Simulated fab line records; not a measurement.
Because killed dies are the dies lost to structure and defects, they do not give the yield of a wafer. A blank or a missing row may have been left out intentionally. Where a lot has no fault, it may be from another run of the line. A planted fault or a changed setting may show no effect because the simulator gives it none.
fab line records | flow rit-cmos
record lots=15 | wafers=45 | last-day=6
route steps=202 shown ACTIVE@16 NLDD@160 M1@189
lots untouched by any fault: they come from a run of this same line in which no faults occurred
start-h: hours from the record's opening day to when the first of the lot's shown wafers began | wait-h: hours elapsed since this lot's preceding step | " same as the row above | L1.1+2: a single row standing in for several wafers | - value missing, or start not given | * or withheld: withheld | < > ~ a bound
route shown NAME@n: names a module that has steps shown in the file, with the first one's number in the route | usual: mean and standard deviation over wafers with no fault | same: alike in all rows | chamber/n: place in a boat | sites: the reading at each site | _std_site: standard deviation across them | _edge_site: inner sites' mean taken away from outer sites' mean | radius-mm: for every site, how far away it sits from the centre of the wafer | mask NAME#n: copy n | behind: the last tool/chamber to shape the wafer | hold: reason for holding the lot/hours on hold/outcome of the hold | device: the n, p or np transistor that did not switch | end of line: the route-end tests of the same wafers | where a step has no rows: the recipe by itself | killed: count of dies lost to structure and defects at first sort (not the wafer's yield) | map: a wafer's dies, x killed, . not, _ none there
set.NAME: the setting as run; set.NAME@STEP: as run at that earlier step | model.NAME: the simulator's own value behind a step, which no gauge read
the route's steps for a sample of lots (tables are steps, rows are wafers)
## steps
# step RIT_ACTIVE_CD_MEAS_90
# recipe target-cd-nm=1400
# usual cd-nm=1400.9/1.8
lot.wafer | tool      | chamber | start-h | wait-h | cd-nm
L703.2    | cd-sem-02 | -       | 15.40   | 0.1    | 1402.6
L703.3    | "         | -       | "       | "      | 1401.3
L703.5    | "         | -       | "       | "      | 1404.6
L704.4    | cd-sem-01 | -       | 20.20   | 0.1    | 1397.9
L704.5    | "         | -       | "       | "      | 1401.4
L704.6    | "         | -       | "       | "      | 1402.0
L705.1    | cd-sem-01 | -       | 25.02   | 0.1    | 1401.2
L705.3    | "         | -       | "       | "      | 1400.2
L705.5    | "         | -       | "       | "      | 1400.8
L707.1    | cd-sem-01 | -       | 35.42   | 0.1    | 1398.7
L707.4    | "         | -       | "       | "      | 1400.6
L707.6    | "         | -       | "       | "      | 1401.8
L708.2    | cd-sem-02 | -       | 40.04   | 0.1    | 1402.2
L708.3    | "         | -       | "       | "      | 1402.3
L708.4    | "         | -       | "       | "      | 1401.2
L709.2    | cd-sem-02 | -       | 45.16   | 0.1    | 1401.5
L709.3    | "         | -       | "       | "      | 1399.7
L709.4    | "         | -       | "       | "      | 1399.5
L712.1    | cd-sem-02 | -       | 60.85   | 0.1    | 1400.1
L712.3    | "         | -       | "       | "      | 1400.0
L712.6    | "         | -       | "       | "      | 1401.0
L713.1    | cd-sem-02 | -       | 65.03   | 0.1    | 1399.0
L713.2    | "         | -       | "       | "      | 1398.1
L713.3    | "         | -       | "       | "      | 1400.0
L714.4    | cd-sem-02 | -       | 70.08   | 0.1    | 1400.5
L714.5    | "         | -       | "       | "      | 1402.1
L714.6    | "         | -       | "       | "      | 1398.7
L715.2    | cd-sem-02 | -       | 75.04   | 0.1    | 1403.5
L715.4    | "         | -       | "       | "      | 1401.6
L715.6    | "         | -       | "       | "      | 1401.9
L716.3    | cd-sem-01 | -       | 80.18   | 0.1    | 1404.4
L716.5    | "         | -       | "       | "      | 1400.9
L716.6    | "         | -       | "       | "      | 1400.5
L718.2    | cd-sem-02 | -       | 90.16   | 0.1    | 1401.3
L718.3    | "         | -       | "       | "      | 1399.4
L718.5    | "         | -       | "       | "      | 1397.1
L720.1    | cd-sem-01 | -       | 100.95  | 0.1    | 1403.1
L720.3    | "         | -       | "       | "      | 1400.4
L720.6    | "         | -       | "       | "      | 1402.7
L721.3    | cd-sem-02 | -       | 105.06  | 0.1    | 1401.2
L721.4    | "         | -       | "       | "      | 1400.2
L721.6    | "         | -       | "       | "      | 1397.9
L722.3    | cd-sem-01 | -       | 111.69  | 0.1    | 1400.2
L722.5    | "         | -       | "       | "      | 1403.2
L722.6    | "         | -       | "       | "      | 1398.9
# step RIT_SDANNEAL_RS_MEAS_07
# recipe thk-meas-gauge=four-point-probe
# usual NLDD_RS=151.5/0.55
lot.wafer | tool          | chamber | start-h | wait-h | NLDD_RS[ohm/sq]
L703.2    | film-metro-04 | -       | 50.01   | 0.1    | 151.4
L703.3    | "             | -       | "       | "      | 151.2
L703.5    | "             | -       | "       | "      | 151.2
L704.4    | film-metro-04 | -       | 54.00   | 0.1    | 151.3
L704.5    | "             | -       | "       | "      | 151.5
L704.6    | "             | -       | "       | "      | 152.0
L705.1    | film-metro-02 | -       | 60.86   | 0.1    | 150.6
L705.3    | "             | -       | "       | "      | 151.5
L705.5    | "             | -       | "       | "      | 151.1
L707.1    | film-metro-04 | -       | 70.40   | 0.1    | 149.5
L707.4    | "             | -       | "       | "      | 151.3
L707.6    | "             | -       | "       | "      | 150.5
L708.2    | film-metro-02 | -       | 74.14   | 0.1    | 151.4
L708.3    | "             | -       | "       | "      | 151.4
L708.4    | "             | -       | "       | "      | 151.3
L709.2    | film-metro-02 | -       | 79.02   | 0.1    | 151.8
L709.3    | "             | -       | "       | "      | 151.9
L709.4    | "             | -       | "       | "      | 151.2
L712.1    | film-metro-04 | -       | 94.77   | 0.1    | 150.6
L712.3    | "             | -       | "       | "      | 150.5
L712.6    | "             | -       | "       | "      | 151.3
L713.1    | film-metro-03 | -       | 100.35  | 0.1    | 150.9
L713.2    | "             | -       | "       | "      | 151.6
L713.3    | "             | -       | "       | "      | 151.0
L714.4    | film-metro-04 | -       | 105.25  | 0.1    | 152.0
L714.5    | "             | -       | "       | "      | 151.4
L714.6    | "             | -       | "       | "      | 151.5
L715.2    | film-metro-03 | -       | 114.81  | 0.1    | 151.9
L715.4    | "             | -       | "       | "      | 151.9
L715.6    | "             | -       | "       | "      | 151.7
L716.3    | film-metro-02 | -       | 116.82  | 0.1    | 151.4
L716.5    | "             | -       | "       | "      | 151.3
L716.6    | "             | -       | "       | "      | 150.8
L718.2    | film-metro-02 | -       | 127.50  | 0.1    | 151.2
L718.3    | "             | -       | "       | "      | 151.6
L718.5    | "             | -       | "       | "      | 151.1
L720.1    | film-metro-04 | -       | 135.99  | 0.1    | 150.8
L720.3    | "             | -       | "       | "      | 151.1
L720.6    | "             | -       | "       | "      | 151.0
L721.3    | film-metro-03 | -       | 141.32  | 0.1    | 152.4
L721.4    | "             | -       | "       | "      | 152.3
L721.6    | "             | -       | "       | "      | 152.1
L722.3    | film-metro-02 | -       | 146.56  | 0.1    | 151.7
L722.5    | "             | -       | "       | "      | 151.5
L722.6    | "             | -       | "       | "      | 151.7
# step RIT_M1_SOFTBAKE_05
# recipe resist=NOVOLAK | temp-c=90 | time-s=60
# usual heater-power-total-W=34.57/0.051 | plate-temp-C=90.00/0.13
lot.wafer | tool           | chamber | start-h | wait-h | heater-power-total-W | plate-temp-C
L703.2    | litho-track-01 | 0       | 53.69   | 0.1    | 34.59                | 89.82
L703.3    | "              | 0       | "       | "      | 34.55                | 89.90
L703.5    | "              | 0       | "       | "      | 34.60                | 89.87
L704.4    | litho-track-04 | 0       | 57.77   | 0.1    | 34.52                | 89.97
L704.5    | "              | 0       | "       | "      | 34.56                | 89.91
L704.6    | "              | 0       | "       | "      | 34.52                | 90.11
L705.1    | litho-track-04 | 0       | 64.62   | 0.1    | 34.63                | 89.84
L705.3    | "              | 0       | "       | "      | 34.63                | 90.27
L705.5    | "              | 0       | "       | "      | 34.54                | 90.11
L707.1    | litho-track-04 | 0       | 74.51   | 0.1    | 34.53                | 89.86
L707.4    | "              | 0       | "       | "      | 34.59                | 89.97
L707.6    | "              | 0       | "       | "      | 34.48                | 89.85
L708.2    | litho-track-01 | 0       | 77.80   | 0.1    | 34.61                | 90.03
L708.3    | "              | 0       | "       | "      | 34.56                | 90.04
L708.4    | "              | 0       | "       | "      | 34.56                | 90.13
L709.2    | litho-track-04 | 0       | 82.68   | 0.1    | 34.57                | 90.07
L709.3    | "              | 0       | "       | "      | 34.47                | 89.87
L709.4    | "              | 0       | "       | "      | 34.59                | 89.93
L712.1    | litho-track-04 | 0       | 98.75   | 0.1    | 34.44                | 90.08
L712.3    | "              | 0       | "       | "      | 34.50                | 89.94
L712.6    | "              | 0       | "       | "      | 34.63                | 89.75
L713.1    | litho-track-02 | 0       | 103.98  | 0.1    | 34.62                | 89.99
L713.2    | "              | 0       | "       | "      | 34.57                | 89.85
L713.3    | "              | 0       | "       | "      | 34.56                | 89.87
L714.4    | litho-track-01 | 0       | 109.10  | 0.1    | 34.49                | 89.77
L714.5    | "              | 0       | "       | "      | 34.58                | 89.80
L714.6    | "              | 0       | "       | "      | 34.59                | 89.96
L715.2    | litho-track-01 | 0       | 118.89  | 0.1    | 34.63                | 89.81
L715.4    | "              | 0       | "       | "      | 34.62                | 89.93
L715.6    | "              | 0       | "       | "      | 34.60                | 89.85
L716.3    | litho-track-04 | 0       | 120.86  | 0.1    | 34.49                | 90.00
L716.5    | "              | 0       | "       | "      | 34.58                | 89.98
L716.6    | "              | 0       | "       | "      | 34.57                | 89.84
L718.2    | litho-track-04 | 0       | 131.29  | 0.1    | 35.49                | 92.03
L718.3    | "              | 0       | "       | "      | 35.57                | 92.00
L718.5    | "              | 0       | "       | "      | 35.64                | 92.04
L720.1    | litho-track-04 | 0       | 139.65  | 0.1    | 35.64                | 92.17
L720.3    | "              | 0       | "       | "      | 35.65                | 92.02
L720.6    | "              | 0       | "       | "      | 35.62                | 92.05
L721.3    | litho-track-01 | 0       | 144.99  | 0.1    | 34.59                | 89.98
L721.4    | "              | 0       | "       | "      | 34.59                | 90.13
L721.6    | "              | 0       | "       | "      | 34.62                | 89.97
L722.3    | litho-track-04 | 0       | 150.33  | 0.1    | 35.60                | 91.79
L722.5    | "              | 0       | "       | "      | 35.60                | 91.96
L722.6    | "              | 0       | "       | "      | 35.60                | 91.93
# step RIT_M1_OVL_MEAS_10
# usual M1_OVL=-0.5/1.5
lot.wafer | tool       | chamber | start-h | wait-h | M1_OVL[nm]
L703.2    | overlay-02 | -       | 54.37   | 0.1    | -1.9
L703.3    | "          | -       | "       | "      | 0.6
L703.5    | "          | -       | "       | "      | -0.4
L704.4    | overlay-02 | -       | 58.42   | 0.1    | 1.1
L704.5    | "          | -       | "       | "      | 2.4
L704.6    | "          | -       | "       | "      | 0.6
L705.1    | overlay-01 | -       | 65.57   | 0.1    | -1.1
L705.3    | "          | -       | "       | "      | -1.0
L705.5    | "          | -       | "       | "      | -1.3
L707.1    | overlay-02 | -       | 75.21   | 0.1    | -1.1
L707.4    | "          | -       | "       | "      | 0.0
L707.6    | "          | -       | "       | "      | -0.9
L708.2    | overlay-01 | -       | 78.60   | 0.1    | 0.4
L708.3    | "          | -       | "       | "      | -0.8
L708.4    | "          | -       | "       | "      | -1.3
L709.2    | overlay-02 | -       | 83.49   | 0.1    | 1.3
L709.3    | "          | -       | "       | "      | 2.3
L709.4    | "          | -       | "       | "      | 2.2
L712.1    | overlay-02 | -       | 99.57   | 0.1    | -3.8
L712.3    | "          | -       | "       | "      | -0.6
L712.6    | "          | -       | "       | "      | -2.1
L713.1    | overlay-02 | -       | 104.68  | 0.1    | -2.0
L713.2    | "          | -       | "       | "      | -0.2
L713.3    | "          | -       | "       | "      | -2.6
L714.4    | overlay-01 | -       | 109.74  | 0.1    | -0.1
L714.5    | "          | -       | "       | "      | -0.7
L714.6    | "          | -       | "       | "      | -0.5
L715.2    | overlay-01 | -       | 119.60  | 0.1    | -1.8
L715.4    | "          | -       | "       | "      | -1.0
L715.6    | "          | -       | "       | "      | -1.5
L716.3    | overlay-01 | -       | 121.64  | 0.1    | 1.7
L716.5    | "          | -       | "       | "      | 1.8
L716.6    | "          | -       | "       | "      | -0.4
L718.2    | overlay-02 | -       | 131.98  | 0.1    | -1.4
L718.3    | "          | -       | "       | "      | -0.6
L718.5    | "          | -       | "       | "      | -1.7
L720.1    | overlay-01 | -       | 140.48  | 0.1    | -1.5
L720.3    | "          | -       | "       | "      | -0.4
L720.6    | "          | -       | "       | "      | 0.5
L721.3    | overlay-02 | -       | 145.79  | 0.1    | 0.2
L721.4    | "          | -       | "       | "      | -1.0
L721.6    | "          | -       | "       | "      | 0.5
L722.3    | overlay-01 | -       | 151.12  | 0.1    | 1.7
L722.5    | "          | -       | "       | "      | 2.3
L722.6    | "          | -       | "       | "      | 0.8
# step RIT_M1_PROBE_99
# usual defect-limited-yield=97.3/1.1 | killed-at-contacts=0.1/0.3 | killed-at-front-end=7.1/3 | killed-dies=7.3/3 | killed-open=3.6/2 | killed-short=3.5/1.9 | sort_bin_3_pad_short=0.1/0.19 | sort_bin_5_function=1.7/0.86 | sort_bin_6_memory=1.0/0.72 | sort-n-pass=256.7/3 | sort-yield-pct=97.2/1.1
# same gross-dies=264 | killed_at_M0_to_M3=0 | killed_at_M4_up=0 | killed-at-back-side=0 | killed-at-other=0
lot.wafer | tool      | chamber | start-h | wait-h | defect-limited-yield[%] | killed-at-contacts | killed-at-front-end | killed-dies | killed-open | killed-short | sort_bin_3_pad_short[%] | sort_bin_5_function[%] | sort_bin_6_memory[%] | sort-n-pass | sort-yield-pct[%]
L703.2    | prober-01 | -       | 56.96   | 0.1    | 96.6                    | 0                  | 9                   | 9           | 5           | 3            | 0                       | 1.9                    | 1.5                  | 255.0       | 96.6
L703.3    | prober-01 | -       | 57.01   | 0.2    | 96.2                    | 0                  | 10                  | 10          | 5           | 4            | 0                       | 2.7                    | 1.1                  | 254.0       | 96.2
L703.5    | prober-01 | -       | 57.11   | 0.2    | 95.8                    | 0                  | 11                  | 11          | 3           | 6            | 0.4                     | 2.7                    | 1.1                  | 253.0       | 95.8
L704.4    | prober-02 | -       | 61.09   | 0.2    | 95.8                    | 0                  | 11                  | 11          | 5           | 6            | 0.4                     | 2.7                    | 1.1                  | 253.0       | 95.8
L704.5    | prober-02 | -       | 61.14   | 0.2    | 97.0                    | 0                  | 8                   | 8           | 6           | 2            | 0                       | 1.5                    | 1.5                  | 256.0       | 97.0
L704.6    | prober-02 | -       | 61.19   | 0.2    | 95.5                    | 0                  | 12                  | 12          | 4           | 8            | 0.4                     | 2.3                    | 1.9                  | 252.0       | 95.5
L705.1    | prober-01 | -       | 68.17   | 0.1    | 97.0                    | 0                  | 8                   | 8           | 2           | 6            | 0                       | 1.9                    | 1.1                  | 256.0       | 97.0
L705.3    | prober-01 | -       | 68.27   | 0.2    | 96.6                    | 0                  | 9                   | 9           | 4           | 5            | 0                       | 2.3                    | 1.1                  | 255.0       | 96.6
L705.5    | prober-01 | -       | 68.37   | 0.2    | 95.8                    | 0                  | 11                  | 11          | 6           | 5            | 0                       | 2.3                    | 1.9                  | 253.0       | 95.8
L707.1    | prober-01 | -       | 78.47   | 0.1    | 98.1                    | 0                  | 5                   | 5           | 2           | 3            | 0                       | 0.8                    | 1.1                  | 259.0       | 98.1
L707.4    | prober-01 | -       | 78.62   | 0.2    | 96.6                    | 0                  | 9                   | 9           | 4           | 5            | 0                       | 2.3                    | 1.1                  | 255.0       | 96.6
L707.6    | prober-01 | -       | 78.72   | 0.2    | 97.0                    | 0                  | 8                   | 8           | 2           | 6            | 0.4                     | 1.5                    | 1.1                  | 256.0       | 97.0
L708.2    | prober-02 | -       | 81.20   | 0.1    | 97.7                    | 0                  | 6                   | 6           | 5           | 1            | 0.4                     | 0.4                    | 1.5                  | 258.0       | 97.7
L708.3    | prober-02 | -       | 81.25   | 0.2    | 95.1                    | 0                  | 13                  | 13          | 9           | 4            | 0                       | 1.5                    | 3.4                  | 251.0       | 95.1
L708.4    | prober-02 | -       | 81.30   | 0.2    | 98.1                    | 0                  | 5                   | 5           | 3           | 2            | 0                       | 1.9                    | 0                    | 259.0       | 98.1
L709.2    | prober-01 | -       | 86.07   | 0.1    | 97.3                    | 0                  | 7                   | 7           | 2           | 5            | 0                       | 1.5                    | 1.1                  | 257.0       | 97.3
L709.3    | prober-01 | -       | 86.12   | 0.2    | 97.3                    | 0                  | 7                   | 7           | 4           | 3            | 0.4                     | 1.9                    | 0.4                  | 257.0       | 97.3
L709.4    | prober-01 | -       | 86.17   | 0.2    | 98.9                    | 0                  | 3                   | 3           | 1           | 2            | 0                       | 1.1                    | 0                    | 261.0       | 98.9
L712.1    | prober-02 | -       | 102.21  | 0.1    | 98.5                    | 0                  | 4                   | 4           | 1           | 3            | 0.4                     | 1.1                    | 0                    | 260.0       | 98.5
L712.3    | prober-02 | -       | 102.31  | 0.2    | 98.1                    | 0                  | 5                   | 5           | 4           | 1            | 0                       | 1.1                    | 0.8                  | 259.0       | 98.1
L712.6    | prober-02 | -       | 102.46  | 0.2    | 98.9                    | 0                  | 3                   | 3           | 1           | 2            | 0                       | 1.1                    | 0                    | 261.0       | 98.9
L713.1    | prober-01 | -       | 108.49  | 0.1    | 95.8                    | 0                  | 11                  | 11          | 5           | 6            | 0                       | 2.7                    | 1.5                  | 253.0       | 95.8
L713.2    | prober-01 | -       | 108.54  | 0.1    | 95.8                    | 0                  | 11                  | 11          | 7           | 4            | 0                       | 3.8                    | 0.4                  | 253.0       | 95.8
L713.3    | prober-01 | -       | 108.59  | 0.2    | 95.8                    | 0                  | 11                  | 11          | 6           | 5            | 0.8                     | 1.5                    | 1.9                  | 253.0       | 95.8
L714.4    | prober-02 | -       | 112.69  | 0.2    | 97.7                    | 0                  | 6                   | 6           | 4           | 2            | 0                       | 1.5                    | 0.8                  | 258.0       | 97.7
L714.5    | prober-02 | -       | 112.74  | 0.2    | 97.7                    | 0                  | 6                   | 6           | 4           | 2            | 0                       | 1.5                    | 0.8                  | 258.0       | 97.7
L714.6    | prober-02 | -       | 112.79  | 0.2    | 96.2                    | 0                  | 10                  | 10          | 3           | 7            | 0.4                     | 2.3                    | 1.1                  | 254.0       | 96.2
L715.2    | prober-01 | -       | 122.20  | 0.1    | 98.5                    | 0                  | 4                   | 4           | 2           | 2            | 0                       | 1.1                    | 0.4                  | 260.0       | 98.5
L715.4    | prober-01 | -       | 122.30  | 0.2    | 97.3                    | 0                  | 7                   | 7           | 4           | 3            | 0                       | 1.1                    | 1.5                  | 257.0       | 97.3
L715.6    | prober-01 | -       | 122.40  | 0.2    | 95.8                    | 0                  | 11                  | 11          | 3           | 8            | 0.4                     | 1.9                    | 1.9                  | 253.0       | 95.8
L716.3    | prober-02 | -       | 124.30  | 0.2    | 98.1                    | 0                  | 5                   | 5           | 4           | 1            | 0                       | 1.5                    | 0.4                  | 259.0       | 98.1
L716.5    | prober-02 | -       | 124.40  | 0.2    | 97.3                    | 1                  | 6                   | 7           | 2           | 5            | 0                       | 0.8                    | 1.9                  | 257.0       | 97.3
L716.6    | prober-02 | -       | 124.45  | 0.2    | 95.5                    | 0                  | 12                  | 12          | 6           | 6            | 0.4                     | 3.4                    | 0.8                  | 252.0       | 95.5
L718.2    | prober-02 | -       | 134.56  | 0.1    | 97.3                    | 0                  | 7                   | 7           | 4           | 3            | 0                       | 1.1                    | 1.5                  | 257.0       | 97.3
L718.3    | prober-02 | -       | 134.61  | 0.2    | 97.7                    | 0                  | 6                   | 6           | 3           | 3            | 0                       | 1.1                    | 1.1                  | 258.0       | 97.7
L718.5    | prober-02 | -       | 134.71  | 0.2    | 99.2                    | 1                  | 1                   | 2           | 1           | 1            | 0                       | 0.4                    | 0.4                  | 262.0       | 99.2
L720.1    | prober-02 | -       | 143.18  | 0.1    | 96.2                    | 0                  | 10                  | 10          | 5           | 5            | 0                       | 2.3                    | 1.5                  | 254.0       | 96.2
L720.3    | prober-02 | -       | 143.28  | 0.2    | 97.3                    | 0                  | 7                   | 7           | 5           | 2            | 0.4                     | 0.8                    | 1.5                  | 257.0       | 97.3
L720.6    | prober-02 | -       | 143.43  | 0.2    | 97.7                    | 0                  | 6                   | 6           | 2           | 4            | 0                       | 1.5                    | 0.8                  | 258.0       | 97.7
L721.3    | prober-01 | -       | 148.54  | 0.2    | 96.6                    | 0                  | 9                   | 9           | 5           | 4            | 0                       | 1.9                    | 1.5                  | 255.0       | 96.6
L721.4    | prober-01 | -       | 148.59  | 0.2    | 96.6                    | 0                  | 9                   | 9           | 2           | 7            | 0.4                     | 1.9                    | 1.1                  | 255.0       | 96.6
L721.6    | prober-01 | -       | 148.69  | 0.2    | 98.9                    | 0                  | 3                   | 3           | 1           | 2            | 0.4                     | 0.8                    | 0                    | 261.0       | 98.9
L722.3    | prober-02 | -       | 154.16  | 0.2    | 97.7                    | 0                  | 6                   | 6           | 3           | 3            | 0                       | 1.5                    | 0.8                  | 258.0       | 97.7
L722.5    | prober-02 | -       | 154.26  | 0.2    | 98.5                    | 0                  | 4                   | 4           | 3           | 1            | 0                       | 0.4                    | 1.1                  | 260.0       | 98.5
L722.6    | prober-02 | -       | 154.31  | 0.2    | 96.6                    | 2                  | 7                   | 9           | 4           | 5            | 0.4                     | 1.9                    | 1.1                  | 255.0       | 96.6
# killed by level:class
L703.2 GATE:geometric-particle:open=2 FOX1:geometric-particle:open=1 FOX2:geometric-particle:open=1 GATE:geometric-particle:short=1 REOX:geometric-particle:short=1 SPACER:geometric-particle:short=1 SILICIDE:geometric-particle:open=1 GATE:coat-microbubble-printed=1
L703.3 GATE:geometric-particle:open=4 GATE:geometric-particle:short=3 FOX2:geometric-particle:open=1 SPACER:geometric-particle:short=1 PWELL:coat-microbubble-printed=1
L703.5 SPACER:geometric-particle:short=3 GATE:geometric-particle:open=2 GATE:geometric-particle:short=2 PWELL:coat-microbubble-printed=2 SPACER:geometric-particle:open=1 SILICIDE:geometric-particle:short=1
L704.4 FOX1:geometric-particle:short=3 GATE:geometric-particle:open=3 FOX1:geometric-particle:open=1 FOX2:geometric-particle:open=1 REOX:geometric-particle:short=1 SPACER:geometric-particle:short=1 SILICIDE:geometric-particle:short=1
L704.5 GATE:geometric-particle:open=2 SILICIDE:geometric-particle:open=2 FOX2:geometric-particle:open=1 GATE:geometric-particle:short=1 REOX:geometric-particle:open=1 REOX:geometric-particle:short=1
L704.6 GATE:geometric-particle:open=4 GATE:geometric-particle:short=3 FOX1:geometric-particle:short=2 SPACER:geometric-particle:short=2 FOX2:geometric-particle:short=1
L705.1 SPACER:geometric-particle:short=3 GATE:geometric-particle:short=1 REOX:geometric-particle:open=1 REOX:geometric-particle:short=1 SILICIDE:geometric-particle:open=1 SILICIDE:geometric-particle:short=1
L705.3 GATE:geometric-particle:short=3 GATE:geometric-particle:open=3 SPACER:geometric-particle:open=1 SPACER:geometric-particle:short=1 SILICIDE:geometric-particle:short=1
L705.5 GATE:geometric-particle:short=3 GATE:geometric-particle:open=2 SPACER:geometric-particle:short=2 FOX2:geometric-particle:open=1 REOX:geometric-particle:open=1 SPACER:geometric-particle:open=1 SILICIDE:geometric-particle:open=1
L707.1 GATE:geometric-particle:short=3 GATE:geometric-particle:open=1 SPACER:geometric-particle:open=1
L707.4 GATE:geometric-particle:short=3 GATE:geometric-particle:open=2 ACTIVE:geometric-particle:short=1 FOX2:geometric-particle:open=1 REOX:geometric-particle:open=1 SPACER:geometric-particle:short=1
L707.6 GATE:geometric-particle:short=4 FOX1:geometric-particle:short=1 FOX1:geometric-particle:open=1 FOX2:geometric-particle:short=1 GATE:geometric-particle:open=1
L708.2 GATE:geometric-particle:open=3 FOX2:geometric-particle:open=1 GATE:geometric-particle:short=1 SPACER:geometric-particle:open=1
L708.3 GATE:geometric-particle:open=5 FOX1:geometric-particle:open=2 FOX1:geometric-particle:short=1 FOX2:geometric-particle:open=1 FOX2:geometric-particle:short=1 GATE:geometric-particle:short=1 REOX:geometric-particle:short=1 SPACER:geometric-particle:open=1
L708.4 GATE:geometric-particle:open=2 FOX1:geometric-particle:short=1 FOX2:geometric-particle:open=1 GATE:geometric-particle:short=1
L709.2 GATE:geometric-particle:short=4 GATE:geometric-particle:open=2 FOX1:geometric-particle:short=1
L709.3 GATE:geometric-particle:short=2 REOX:geometric-particle:open=2 FOX1:geometric-particle:open=1 REOX:geometric-particle:short=1 SILICIDE:geometric-particle:open=1
L709.4 GATE:geometric-particle:short=2 GATE:geometric-particle:open=1
L712.1 SILICIDE:geometric-particle:short=2 GATE:geometric-particle:open=1 REOX:geometric-particle:short=1
L712.3 SILICIDE:geometric-particle:open=2 FOX1:geometric-particle:open=1 GATE:geometric-particle:open=1 GATE:geometric-particle:short=1
L712.6 SPACER:geometric-particle:short=1 SILICIDE:geometric-particle:short=1 SILICIDE:geometric-particle:open=1
L713.1 FOX1:geometric-particle:short=3 GATE:geometric-particle:short=2 REOX:geometric-particle:open=2 FOX1:geometric-particle:open=1 REOX:geometric-particle:short=1 SPACER:geometric-particle:open=1 SILICIDE:geometric-particle:open=1
L713.2 SPACER:geometric-particle:open=3 REOX:geometric-particle:open=2 REOX:geometric-particle:short=2 GATE:geometric-particle:open=1 GATE:geometric-particle:short=1 SILICIDE:geometric-particle:short=1 SILICIDE:geometric-particle:open=1
L713.3 REOX:geometric-particle:open=3 FOX1:geometric-particle:short=2 SPACER:geometric-particle:open=2 REOX:geometric-particle:short=1 SPACER:geometric-particle:short=1 SILICIDE:geometric-particle:open=1 SILICIDE:geometric-particle:short=1
L714.4 GATE:geometric-particle:open=2 REOX:geometric-particle:short=2 SPACER:geometric-particle:open=2
L714.5 GATE:geometric-particle:open=4 GATE:geometric-particle:short=1 SILICIDE:geometric-particle:short=1
L714.6 GATE:geometric-particle:short=6 GATE:geometric-particle:open=3 SPACER:geometric-particle:short=1
L715.2 GATE:geometric-particle:short=2 FOX1:geometric-particle:open=1 REOX:geometric-particle:open=1
L715.4 GATE:geometric-particle:open=2 FOX2:geometric-particle:short=1 GATE:geometric-particle:short=1 REOX:geometric-particle:short=1 REOX:geometric-particle:open=1 SPACER:geometric-particle:open=1
L715.6 FOX1:geometric-particle:open=2 FOX1:geometric-particle:short=2 SPACER:geometric-particle:short=2 REOX:geometric-particle:short=2 GATE:geometric-particle:short=1 GATE:geometric-particle:open=1 SILICIDE:geometric-particle:short=1
L716.3 FOX2:geometric-particle:open=1 GATE:geometric-particle:open=1 GATE:geometric-particle:short=1 SPACER:geometric-particle:open=1 SILICIDE:geometric-particle:open=1
L716.5 SPACER:geometric-particle:short=2 FOX1:geometric-particle:short=1 CONTACT:geometric-particle:open=1 GATE:geometric-particle:open=1 GATE:geometric-particle:short=1 SILICIDE:geometric-particle:short=1
L716.6 GATE:geometric-particle:short=5 GATE:geometric-particle:open=3 FOX1:geometric-particle:open=1 FOX2:geometric-particle:short=1 FOX2:geometric-particle:open=1 SPACER:geometric-particle:open=1
L718.2 SPACER:geometric-particle:open=2 GATE:geometric-particle:short=1 GATE:geometric-particle:open=1 SPACER:geometric-particle:short=1 SILICIDE:geometric-particle:open=1 SILICIDE:geometric-particle:short=1
L718.3 GATE:geometric-particle:short=2 GATE:geometric-particle:open=1 REOX:geometric-particle:open=1 REOX:geometric-particle:short=1 SPACER:geometric-particle:open=1
L718.5 FOX1:geometric-particle:open=1 CONTACT:geometric-particle:short=1
L720.1 GATE:geometric-particle:short=3 GATE:geometric-particle:open=2 FOX1:geometric-particle:open=1 REOX:geometric-particle:short=1 SPACER:geometric-particle:open=1 SPACER:geometric-particle:short=1 SILICIDE:geometric-particle:open=1
L720.3 FOX1:geometric-particle:open=2 SPACER:geometric-particle:open=2 GATE:geometric-particle:short=1 REOX:geometric-particle:short=1 SILICIDE:geometric-particle:open=1
L720.6 GATE:geometric-particle:open=2 SPACER:geometric-particle:short=2 ACTIVE:geometric-particle:short=1 GATE:geometric-particle:short=1
L721.3 GATE:geometric-particle:open=3 SPACER:geometric-particle:short=2 FOX1:geometric-particle:short=1 FOX1:geometric-particle:open=1 FOX2:geometric-particle:open=1 FOX2:geometric-particle:short=1
L721.4 GATE:geometric-particle:short=5 FOX1:geometric-particle:short=1 FOX1:geometric-particle:open=1 GATE:geometric-particle:open=1 REOX:geometric-particle:short=1
L721.6 GATE:geometric-particle:short=1 SPACER:geometric-particle:short=1 SPACER:geometric-particle:open=1
L722.3 GATE:geometric-particle:open=2 GATE:geometric-particle:short=2 SPACER:geometric-particle:open=1 SILICIDE:geometric-particle:short=1
L722.5 GATE:geometric-particle:open=1 GATE:geometric-particle:short=1 SPACER:geometric-particle:open=1 SILICIDE:geometric-particle:open=1
L722.6 GATE:geometric-particle:open=3 CONTACT:geometric-particle:short=2 FOX1:geometric-particle:short=1 GATE:geometric-particle:short=1 SILICIDE:geometric-particle:short=1 SILICIDE:geometric-particle:open=1
## key
first-sign step=RIT_M1_SOFTBAKE_05 | reading=heater-power-total-W | direction=up | sigmas=20 | usual=34.57 | struck=35.60
effect step=RIT_M1_SOFTBAKE_05 | reading=plate-temp-C | direction=up | sigmas=15 | usual=* | struck=*
met-at RIT_M1_SOFTBAKE_05
struck-lots L718,L720,L722
loop-trim step=RIT_M1_EXPOSE_06 | setting=dose | lots=L722
not-acting-at RIT_ACTIVE_CD_MEAS_90,RIT_SDANNEAL_RS_MEAS_07,RIT_M1_OVL_MEAS_10
onset-between 120.86 131.29
fault kind=process-parameter-drift | tool=litho-track-04 | chamber=- | onset-h=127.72 | steps=RIT_M1_SOFTBAKE_05 | channel=temp-c | offset=* | shape=step | end-h=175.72 | acts-in=* | stated=*
# loop-trim: a control loop set the setting to another value than it would have without faults
